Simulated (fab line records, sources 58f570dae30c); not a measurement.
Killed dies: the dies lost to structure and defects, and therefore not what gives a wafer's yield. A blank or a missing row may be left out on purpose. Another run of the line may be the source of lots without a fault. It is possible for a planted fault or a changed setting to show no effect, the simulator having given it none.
The tool behind it: which one? ; flow berkeley-cmos170 ; Sampling: 8 lots, 24 wafers, 2 of 331 route steps

## WHAT EACH GAUGE READ, for each wafer
UCB170_GATE_OVL_MEAS_13.
lot;measured;on;GATE_OVL (nm)
L581;day 7 09:59;overlay-02;10 4 11
L584;day 8 03:44;overlay-01;-1 5 -2
L587;day 8 13:25;overlay-01;-2 14 0
L592;day 8 18:05;overlay-01;-4 11 -6
L588;day 8 18:17;overlay-01;1 1 2
L593;day 10 01:20;overlay-01;-123 -118 -123
L598;day 10 15:24;overlay-02;-124 -116 -125
L603;day 12 08:20;overlay-01;12 10 -1

## TOOL THAT RAN EACH LOT (tool first, then ch and the chambers of the sampled wafers, then the start)
lot;UCB170_GATE_EXPOSE_09
L581;krf-scanner-01 ch 0, day 7 09:13
L584;krf-scanner-01 ch 0, day 8 03:05
L587;krf-scanner-02 ch 0, day 8 12:53
L592;krf-scanner-01 ch 0, day 8 17:13
L588;krf-scanner-02 ch 0, day 8 17:33
L593;krf-scanner-01 ch 0, day 10 00:27
L598;krf-scanner-01 ch 0, day 10 14:48
L603;krf-scanner-02 ch 0, day 12 07:49
- UCB170_GATE_EXPOSE_09: exposes mask POLY, target cd 350 nm.

## THE ANSWER, worked out from the rows above alone
Rule: the usual values come from the lots themselves. The widest of any qualifying gaps counts: lots, ordered by their means at a reading, are off when they make up no more than a third of the lots, leave a main group of 4 or more, and stand apart from it by 3 or more times the standard deviation of that group's means. Not used: any main group whose means are identical at the precision the tables above print for the reading. Also off: a lot with no number at a reading for which 4 or more lots have one. Where the step has rows for the other lots, those lots are counted as sound.
Off: L593, L598, seen at UCB170_GATE_OVL_MEAS_13 (GATE_OVL). For the main group the mean is 4 nm and the standard deviation 3.1.
If a tool, at a process step before that reading, ran all the lots that are off and no sound lot after the first of them, it fits. Gauges at UCB170_GATE_OVL_MEAS_13: tried the same way as those tools. One fits: krf-scanner-01 at UCB170_GATE_EXPOSE_09. A fault onset in the window from L592 (day 8 17:13, its last sound lot) to L593 (day 10 00:27, its first lot off) fits.

## WHAT WAS PUT IN BY THE SIMULATOR
Scanner matching overlay: krf-scanner-01, from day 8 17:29 on, at UCB170_GATE_EXPOSE_09. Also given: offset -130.
Shown lots that were struck: L593, L598. The same result came from the rule above.
